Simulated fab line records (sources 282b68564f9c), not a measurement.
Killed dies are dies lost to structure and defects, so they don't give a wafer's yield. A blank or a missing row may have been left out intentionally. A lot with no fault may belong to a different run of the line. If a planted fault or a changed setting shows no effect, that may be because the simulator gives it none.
A sampling plan put to the test	flow rit_cmos	each of the 29 faults these records tell of, on one fab line, judged from the records of the lots it struck
Plan = the line's own looks (route steps where a gauge or an inspection reads the wafer without altering it). Where struck wafers have a number at a look and the file lists that look's usual mean and standard deviation on fault-free wafers, the look can be judged. Caught: the struck wafers' mean, at a look after the fault's first step, is 4 or more of those standard deviations (sigma) away from the usual mean. On the tool: here the same test is run on the tool's own readings at the fault's steps. Another recipe on the struck wafers, or a record that is blank for them alone, also counts as caught.

== THE FAULTS, as the simulator had put them in ==
1. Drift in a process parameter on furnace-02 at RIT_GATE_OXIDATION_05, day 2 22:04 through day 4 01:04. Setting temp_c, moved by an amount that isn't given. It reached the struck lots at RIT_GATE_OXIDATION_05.
2. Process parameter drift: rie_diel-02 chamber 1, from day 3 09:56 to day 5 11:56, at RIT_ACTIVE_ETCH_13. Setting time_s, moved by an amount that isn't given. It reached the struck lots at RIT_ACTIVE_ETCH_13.
3. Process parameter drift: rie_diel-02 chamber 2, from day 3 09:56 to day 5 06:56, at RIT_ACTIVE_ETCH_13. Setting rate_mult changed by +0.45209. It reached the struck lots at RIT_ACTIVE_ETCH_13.
4. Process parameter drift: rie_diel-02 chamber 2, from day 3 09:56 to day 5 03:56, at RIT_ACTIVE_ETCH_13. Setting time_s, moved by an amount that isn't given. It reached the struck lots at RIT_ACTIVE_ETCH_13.
5. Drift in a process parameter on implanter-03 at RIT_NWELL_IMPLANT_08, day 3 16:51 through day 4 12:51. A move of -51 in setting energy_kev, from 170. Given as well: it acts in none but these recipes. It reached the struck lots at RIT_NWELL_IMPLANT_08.
6. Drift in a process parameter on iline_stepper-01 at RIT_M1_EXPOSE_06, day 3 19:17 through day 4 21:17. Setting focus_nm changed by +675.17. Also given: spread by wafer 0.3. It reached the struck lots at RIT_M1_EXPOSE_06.
7. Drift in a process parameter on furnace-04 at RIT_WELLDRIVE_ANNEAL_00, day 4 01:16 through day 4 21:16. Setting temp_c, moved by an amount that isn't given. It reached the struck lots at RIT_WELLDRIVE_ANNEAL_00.
8. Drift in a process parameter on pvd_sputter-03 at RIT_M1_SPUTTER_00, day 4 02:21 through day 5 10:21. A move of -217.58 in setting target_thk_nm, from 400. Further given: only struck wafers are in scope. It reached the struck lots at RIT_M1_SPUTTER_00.
9. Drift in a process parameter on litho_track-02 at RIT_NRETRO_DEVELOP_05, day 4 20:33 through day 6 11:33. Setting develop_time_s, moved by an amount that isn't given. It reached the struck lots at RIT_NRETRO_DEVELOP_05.
10. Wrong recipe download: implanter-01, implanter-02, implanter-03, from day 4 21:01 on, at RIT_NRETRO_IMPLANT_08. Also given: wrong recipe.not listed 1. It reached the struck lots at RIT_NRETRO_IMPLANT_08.
11. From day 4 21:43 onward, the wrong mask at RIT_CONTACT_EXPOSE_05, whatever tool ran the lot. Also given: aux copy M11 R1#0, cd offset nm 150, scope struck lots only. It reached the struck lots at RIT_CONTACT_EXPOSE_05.
12. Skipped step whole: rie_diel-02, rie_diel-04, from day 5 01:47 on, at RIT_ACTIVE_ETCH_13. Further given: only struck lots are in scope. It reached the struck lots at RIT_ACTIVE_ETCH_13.
13. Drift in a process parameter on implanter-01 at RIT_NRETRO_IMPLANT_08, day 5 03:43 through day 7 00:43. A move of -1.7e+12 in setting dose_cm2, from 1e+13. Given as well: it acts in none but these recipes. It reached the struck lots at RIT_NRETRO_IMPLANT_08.
14. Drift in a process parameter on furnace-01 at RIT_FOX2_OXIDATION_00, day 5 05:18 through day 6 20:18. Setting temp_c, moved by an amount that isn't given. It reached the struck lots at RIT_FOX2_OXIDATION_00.
15. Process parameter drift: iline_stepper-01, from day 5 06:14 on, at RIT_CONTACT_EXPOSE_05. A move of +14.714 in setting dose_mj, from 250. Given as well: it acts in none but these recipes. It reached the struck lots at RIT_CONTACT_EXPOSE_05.
16. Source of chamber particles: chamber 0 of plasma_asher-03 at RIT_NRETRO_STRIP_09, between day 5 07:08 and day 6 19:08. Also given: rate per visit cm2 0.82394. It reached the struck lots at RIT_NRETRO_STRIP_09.
17. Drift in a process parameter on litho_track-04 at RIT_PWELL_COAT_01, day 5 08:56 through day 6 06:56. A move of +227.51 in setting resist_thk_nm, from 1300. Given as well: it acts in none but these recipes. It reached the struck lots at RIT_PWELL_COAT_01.
18. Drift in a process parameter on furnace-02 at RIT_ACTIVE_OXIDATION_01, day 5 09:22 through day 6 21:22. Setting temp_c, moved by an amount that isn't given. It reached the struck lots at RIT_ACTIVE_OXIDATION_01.
19. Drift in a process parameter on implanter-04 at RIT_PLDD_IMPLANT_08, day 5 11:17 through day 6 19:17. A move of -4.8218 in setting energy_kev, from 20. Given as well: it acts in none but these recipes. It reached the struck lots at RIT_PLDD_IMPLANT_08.
20. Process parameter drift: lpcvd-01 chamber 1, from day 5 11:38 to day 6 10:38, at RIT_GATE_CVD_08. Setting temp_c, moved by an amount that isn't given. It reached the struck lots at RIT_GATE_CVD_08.
21. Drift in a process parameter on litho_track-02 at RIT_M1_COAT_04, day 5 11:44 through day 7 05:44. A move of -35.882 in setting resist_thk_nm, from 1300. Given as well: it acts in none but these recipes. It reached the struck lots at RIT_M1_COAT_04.
22. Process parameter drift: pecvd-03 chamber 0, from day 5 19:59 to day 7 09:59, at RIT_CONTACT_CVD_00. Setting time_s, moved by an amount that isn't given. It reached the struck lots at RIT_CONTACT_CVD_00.
23. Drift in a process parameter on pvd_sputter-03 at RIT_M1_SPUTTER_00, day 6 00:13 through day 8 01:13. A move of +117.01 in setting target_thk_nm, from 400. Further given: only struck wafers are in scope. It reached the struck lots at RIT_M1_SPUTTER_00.
24. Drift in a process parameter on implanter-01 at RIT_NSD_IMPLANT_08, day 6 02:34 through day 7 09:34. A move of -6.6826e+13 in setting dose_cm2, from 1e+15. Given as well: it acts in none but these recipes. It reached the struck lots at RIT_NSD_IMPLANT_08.
25. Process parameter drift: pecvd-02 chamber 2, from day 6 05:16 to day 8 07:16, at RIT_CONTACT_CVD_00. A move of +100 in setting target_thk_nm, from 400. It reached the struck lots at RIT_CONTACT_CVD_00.
26. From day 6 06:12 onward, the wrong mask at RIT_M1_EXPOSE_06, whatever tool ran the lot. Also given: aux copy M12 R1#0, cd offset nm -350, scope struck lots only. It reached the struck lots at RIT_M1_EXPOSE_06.
27. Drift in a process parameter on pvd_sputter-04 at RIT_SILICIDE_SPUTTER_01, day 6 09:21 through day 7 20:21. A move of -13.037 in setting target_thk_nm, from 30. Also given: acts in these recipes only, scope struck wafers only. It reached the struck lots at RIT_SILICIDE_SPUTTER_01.
28. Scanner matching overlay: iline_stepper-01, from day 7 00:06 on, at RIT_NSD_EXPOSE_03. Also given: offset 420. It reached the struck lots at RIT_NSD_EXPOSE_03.
29. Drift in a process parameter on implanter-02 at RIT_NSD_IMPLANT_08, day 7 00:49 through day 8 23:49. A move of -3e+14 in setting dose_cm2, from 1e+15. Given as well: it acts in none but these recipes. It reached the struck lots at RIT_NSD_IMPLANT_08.

== WHAT THE PLAN SAW ==
fault	on the tool itself	first look that catches it	reading, sigma	median hours from its first step to that look	hours from the fault's start to the first struck lot there	judged looks passed uncaught
1	tube_center_temp_C -99 or beyond sigma	RIT_GATE_THK_MEAS_07	GATE_OXIDE_THK -9.0	1.4	4	0
2	run_length_s -59 sigma	no look after it can be judged	-	-	-	0
3	under 2 sigma	no look after it can be judged	-	-	-	0
4	run_length_s +37 sigma	none of the 4 looks that can be judged after it	-	-	-	4
5	beam_energy_keV -99 or beyond sigma	RIT_NWELL_TW_MEAS_10	NWELL_TW -4.0	0.3	8	0
6	exposure_dose_mJ_cm2 -11 sigma	RIT_M1_CD_MEAS_09	cd_nm -10	0.4	9	0
7	tube_center_temp_C -72 sigma	RIT_WELLDRIVE_RS_MEAS_01	NWELL_RS +12	5.1	2	0
8	under 2 sigma	RIT_M1_RS_MEAS_01	M1_AL_RS +99 or beyond	0.3	6	0
9	under 2 sigma	RIT_NRETRO_TW_MEAS_10	NRETRO_TW -58	1.3	17	0
10	no reading that can be judged	RIT_NRETRO_TW_MEAS_10	NRETRO_TW -40	0.3	5	0
11	no reading that can be judged	RIT_CONTACT_CD_MEAS_08	cd_nm +74	0.5	8	0
12	the tool's record is blank for the struck wafers	no look after it can be judged	-	-	-	0
13	dose_ions_cm2 -99 or beyond sigma	RIT_NRETRO_TW_MEAS_10	NRETRO_TW -4.5	0.3	2	0
14	tube_center_temp_C -99 or beyond sigma	RIT_FOX2_THK_MEAS_01	FOX2_OXIDE_THK -7.6	1.3	3	0
15	exposure_dose_mJ_cm2 +39 sigma	RIT_CONTACT_CD_MEAS_08	cd_nm +5.5	0.5	2	0
16	under 2 sigma	no look after it can be judged	-	-	-	0
17	under 2 sigma	not the one look that can be judged after it	-	-	-	1
18	tube_center_temp_C -99 or beyond sigma	RIT_ACTIVE_THK_MEAS_02	ACTIVE_OXIDE_THK -14	1.9	7	0
19	beam_energy_keV -99 or beyond sigma	RIT_PLDD_TW_MEAS_10	PLDD_TW -6.1	0.3	5	0
20	spike_tc_centre_C -7.5 sigma	RIT_GATE_THK_MEAS_09	GATE_POLY_THK -25	1.6	11	0
21	no reading that can be judged	none of the 2 looks that can be judged after it	-	-	-	2
22	run_length_s +13 sigma	RIT_CONTACT_THK_MEAS_01	CONTACT_TEOS_THK +7.2	0.1	9	0
23	under 2 sigma	RIT_M1_RS_MEAS_01	M1_AL_RS -25	0.3	13	0
24	dose_ions_cm2 -55 sigma	RIT_SDANNEAL_RS_MEAS_05	NSD_RS +15	2.5	3	0
25	under 2 sigma	RIT_CONTACT_THK_MEAS_01	CONTACT_TEOS_THK +18	0.1	5	0
26	under 2 sigma	RIT_M1_CD_MEAS_09	cd_nm -99 or beyond	0.4	3	0
27	under 2 sigma	RIT_SILICIDE_RS_MEAS_02	SILICIDE_TI_RS +72	0.2	7	0
28	no reading that can be judged	RIT_NSD_OVL_MEAS_06	NSD_OVL +99 or beyond	0.4	3	0
29	dose_ions_cm2 -99 or beyond sigma	RIT_NSD_TW_MEAS_10	NSD_TW -5.9	0.3	3	0
Dash: fault not caught, or number not given in these records.

Caught at a look: 22 of 29. Caught on the tool: 16 of 29. By one or the other: 25 of 29.
Caught on the tool alone: faults 2, 4, 12.
Caught at a look alone: faults 8, 9, 10, 11, 23, 25, 26, 27, 28.
Caught by neither: faults 3, 16, 17, 21.

== THINNER SAMPLING ==
Were the look that catches a fault to measure just every second or every third lot (counted by lot number), the first struck lot would, at worst, be measured this late:
fault	struck lots at that look, in order of time	every lot	every second lot	every third lot
1	L915, L918, L919	4 h	19 h	may miss all 3
5	L578, L579	8 h	15 h	may miss all 2
6	L969	9 h	may miss it	may miss it
7	L912, L913, L914	2 h	8 h	14 h
8	L259, L261, L263	6 h	may miss all 3	31 h
9	L130, L131	17 h	19 h	may miss all 2
10	L436, L437, L438, L439	5 h	9 h	12 h
11	L411	8 h	may miss it	may miss it
13	L297, L301, L302	2 h	22 h	22 h
14	L148, L150	3 h	may miss all 2	may miss all 2
15	L676, L679, L680, L681	2 h	19 h	26 h
18	L341, L342	7 h	12 h	may miss all 2
19	L955, L956	5 h	10 h	may miss all 2
20	L717	11 h	may miss it	may miss it
22	L696, L699	9 h	18 h	may miss all 2
23	L539	13 h	may miss it	may miss it
24	L780, L784	3 h	may miss all 2	may miss all 2
25	L410	5 h	may miss it	may miss it
26	L815	3 h	may miss it	may miss it
27	L514	7 h	may miss it	may miss it
28	L453, L455	3 h	may miss all 2	may miss all 2
29	L911, L913	3 h	may miss all 2	may miss all 2
Hours count from the start of the fault until the first struck lot that is measured. The limit of 4 sigma was tested on all struck wafers together, so one lot alone may lie under it. Other struck lots may not be in these records.

== THE LONGEST TIMED WAY FROM STEP TO LOOK ==
Fault 7: median gap of 5.1 hours between RIT_WELLDRIVE_ANNEAL_00 and RIT_WELLDRIVE_RS_MEAS_01. No look between them can be judged.
